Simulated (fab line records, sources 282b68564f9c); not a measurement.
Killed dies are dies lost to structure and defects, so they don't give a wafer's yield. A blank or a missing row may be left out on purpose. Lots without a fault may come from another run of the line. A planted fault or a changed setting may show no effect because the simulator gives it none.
Split-lot experiment | flow rit_cmos | 5 lots, 23 wafers read, on a route of 202 steps

THE SPLIT
At RIT_SILICIDE_SPUTTER_01 (material Ti, target thk 30 nm, time 240 s), the setting time_s was moved away from the recipe's 240 s on 5 of the 23 wafers read, by -5.7% to +10.0%. The other wafers ran this setting at the recipe's value.

FROM THE SPLIT TO THE READING: what the file shows between them, 1 step
- RIT_SILICIDE_RS_MEAS_02: measures by four-point-probe

THE READING
SILICIDE_TI_THK, in nm, at RIT_SILICIDE_THK_MEAS_03 (measures by xrf). Fault-free wafers of this fab line usually give 30.4 nm, standard deviation 0.36 nm.

wafer  | tool, chamber at the split | time_s as run, s | against the recipe | SILICIDE_TI_THK, nm | against lot-mates on the recipe
L074.2 | pvd_sputter-03, -          | 240              | recipe             | 30.2                | -
L074.3 | pvd_sputter-03, -          | 240              | recipe             | 30.3                | -
L074.4 | pvd_sputter-03, -          | 240              | recipe             | 30.0                | -
L074.5 | pvd_sputter-03, -          | 240              | recipe             | 30.3                | -
L074.6 | pvd_sputter-03, -          | 240              | recipe             | 30.0                | -
L075.1 | pvd_sputter-02, -          | 240              | recipe             | 30.1                | -
L075.2 | pvd_sputter-02, -          | 240              | recipe             | 30.4                | -
L075.3 | pvd_sputter-02, -          | 240              | recipe             | 30.3                | -
L075.5 | pvd_sputter-02, -          | 240              | recipe             | 30.0                | -
L075.6 | pvd_sputter-02, -          | 240              | recipe             | 30.2                | -
L078.1 | pvd_sputter-03, -          | 240              | recipe             | 30.4                | -
L078.2 | pvd_sputter-03, -          | 226.3            | -5.7%              | 28.8                | -1.7
L078.4 | pvd_sputter-03, -          | 240              | recipe             | 30.6                | -
L078.5 | pvd_sputter-03, -          | 226.3            | -5.7%              | 28.9                | -1.6
L078.6 | pvd_sputter-03, -          | 226.3            | -5.7%              | 28.7                | -1.8
L079.1 | pvd_sputter-02, -          | 264.1            | +10.0%             | 33.6                | +3.3
L079.2 | pvd_sputter-02, -          | 240              | recipe             | 30.4                | -
L079.3 | pvd_sputter-02, -          | 264.1            | +10.0%             | 33.7                | +3.4
L079.4 | pvd_sputter-02, -          | 240              | recipe             | 30.3                | -
L079.6 | pvd_sputter-02, -          | 240              | recipe             | 30.3                | -
L081.1 | pvd_sputter-02, -          | 240              | recipe             | 30.0                | -
L081.5 | pvd_sputter-02, -          | 240              | recipe             | 30.2                | -
L081.6 | pvd_sputter-02, -          | 240              | recipe             | 30.1                | -

THE FIT
A straight line over all 23 wafers: SILICIDE_TI_THK changes by +0.31 nm for each +1% of time_s; r = +0.98; the points scatter about the line by 0.21 nm.
The same after taking each lot's own level away (the mean of its wafers on the recipe; 23 wafers): +0.319 nm for each +1%; r = +0.99; scatter 0.12 nm.
On that fit, the largest move of time_s shifts the reading by 3.2 nm.
The lots' own levels span 30.10 to 30.50 nm, that is 1.1 times the standard deviation above.
So the lot-to-lot level changes the slope little: the two slopes agree.
Check: with one of the wafers moved furthest among these (+10.0%) left out of the fit, the line predicts +3.21 nm for it against its lot-mates. It came out at +3.27 nm against them.

THE WHOLE CHAIN: every reading that the file lists as answering this split, in the file's order
step                     | what it does                              | reading                                                                           | change (the file's fit)               | r (the file's)
RIT_SILICIDE_SPUTTER_01  | material Ti, target thk 30 nm, time 240 s | Ti_of_SILICIDE_SPUTTER_01.thk_nm (the simulator's own value, which no gauge read) | +0.306 nm for each +1% of the setting | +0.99
RIT_SILICIDE_RS_MEAS_02  | measures by four-point-probe              | SILICIDE_TI_RS                                                                    | -0.552 for each +1% of the setting    | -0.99
RIT_SILICIDE_THK_MEAS_03 | measures by xrf                           | SILICIDE_TI_THK                                                                   | +0.322 for each +1% of the setting    | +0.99

THE FILE'S OWN FIT
SILICIDE_TI_THK changes by +0.322 nm for each +1% of time_s, r = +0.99.
